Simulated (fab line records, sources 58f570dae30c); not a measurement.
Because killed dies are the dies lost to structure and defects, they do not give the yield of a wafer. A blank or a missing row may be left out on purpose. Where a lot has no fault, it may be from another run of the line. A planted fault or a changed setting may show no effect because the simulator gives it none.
Comparing a struck lot with a sound one | flow berkeley_cmos170 | 18 out of 331 route steps
Sound: the wafers L993.1, L993.4, L993.6. Struck: wafers L999.2, L999.4, L999.6. The cause comes at the end.
For every step that has rows: the tool of each side, followed by ch and its chambers, followed by its first start. Under that, the readings that differ: sound wafers | struck wafers | difference of the means | sigmas: that difference in standard deviations of wafers without a fault.
alike: same words and numbers on both sides, and readings whose means sit less than 2 such deviations apart. not compared: any withheld reading, any reading some wafer has no value for, any bound like >300 that may hide the same value, and any number with overlapping values for which the record gives no deviation.
The two part at a step that has a row with sigmas, a row that says differs or no value, or rows on one side only. When numbers do not overlap yet have no deviation, they are printed without sigmas and do not part them. A reading that every wafer of one side lacks parts them only if that side has two wafers or more.

first, 1 step without rows for these wafers: UCB170_CONTACT_SOFTBAKE_05 (time 60 s).
UCB170_CONTACT_STRIP_06: strips in O2.
  sound on plasma_asher-02 ch 0, day 7 10:46; struck on plasma_asher-02 ch 0,1, day 8 14:35
  reading                      | sound             | struck            | difference | sigmas
  strip_time_to_endpoint_s (s) | 22.01 22.10 22.10 | 21.94 21.92 21.93 | -0.14      | -3
  alike: drypump_motor_current_A, oes_product_au
  not compared: rf_hours_counter_h
then, 1 step without rows for these wafers: UCB170_CONTACT_CLEAN_07 (cleans in SPM, time 600 s).
UCB170_CONTACT_RTA_08: time 10 s.
  sound on rtp_anneal-02 ch 0, day 7 11:02; struck on rtp_anneal-02 ch 0, day 8 14:53
  alike: lamp_power_pct, wafer_temp_C_max
then, 6 steps without rows for these wafers: UCB170_CONTACT_COAT_09; UCB170_CONTACT_COAT_10 (resist thk 900 nm); UCB170_CONTACT_SOFTBAKE_11 (time 60 s); UCB170_CONTACT_EXPOSE_12 (exposes mask CONT, target cd 700 nm); UCB170_CONTACT_PEB_13; UCB170_CONTACT_DEVELOP_14 (develop time 45 s).
UCB170_CONTACT_CD_MEAS_15 targets a cd of 700 nm.
  sound: cd_sem-02 at day 7 12:20; struck: cd_sem-02 at day 8 16:05
  alike: cd_nm
UCB170_CONTACT_OVL_MEAS_16:
  sound: overlay-01 at day 7 12:28; struck: overlay-02 at day 8 16:11
  alike: CONTACT_OVL
UCB170_CONTACT_ETCH_17: etches BARC in N2/H2.
  sound on rie_diel-04 ch 0,2,3, day 7 12:29; struck on rie_diel-04 ch 1,2, day 8 16:13
  reading                  | sound             | struck          | difference | sigmas
  model.CONTACT.cd_nm (nm) | 700.3 698.2 700.6 | 694 695.1 695.3 | -5         |
  alike: drypump_motor_current_A, h2_flow_sccm, oes_product_au, throttle_valve_pct
UCB170_CONTACT_ETCH_18: etches PSG in CHF3/CF4/Ar, stops on TiSi2, target depth 840 nm, time 195 s.
  sound on rie_diel-04 ch 0,2,3; struck on rie_diel-04 ch 1,2
  reading                  | sound             | struck            | difference | sigmas
  model.CONTACT.cd_nm (nm) | 700.3 698.2 700.1 | 694.1 694.8 695.4 | -4.8       |
  alike: drypump_motor_current_A, oes_product_au, throttle_valve_pct
  not compared: rf_hours_counter_h
UCB170_CONTACT_STRIP_19: strips in O2.
  sound on plasma_asher-03 ch 0,1, day 7 12:40; struck on plasma_asher-03 ch 0,1, day 8 16:23
  alike: drypump_motor_current_A, oes_product_au
  not compared: rf_hours_counter_h
UCB170_CONTACT_CD_MEAS_90 targets a cd of 700 nm.
  sound: cd_sem-02 at day 7 12:46; struck: cd_sem-02 at day 8 16:31
  reading    | sound             | struck            | difference | sigmas
  cd_nm (nm) | 700.2 697.9 700.1 | 693.7 695.0 695.2 | -4.8       | -3
then, 1 step without rows for these wafers: UCB170_CONTACT_CLEAN_20 (cleans in SPM, time 600 s).
UCB170_M3_PROBE_99:
  only the struck wafers here have rows in the record (prober-02, day 9 07:11); the sound ones have none

## WHERE THEY PART
At UCB170_CONTACT_STRIP_06 first; at UCB170_M3_PROBE_99 last (within this record only).

WHY: what had been put in by the simulator
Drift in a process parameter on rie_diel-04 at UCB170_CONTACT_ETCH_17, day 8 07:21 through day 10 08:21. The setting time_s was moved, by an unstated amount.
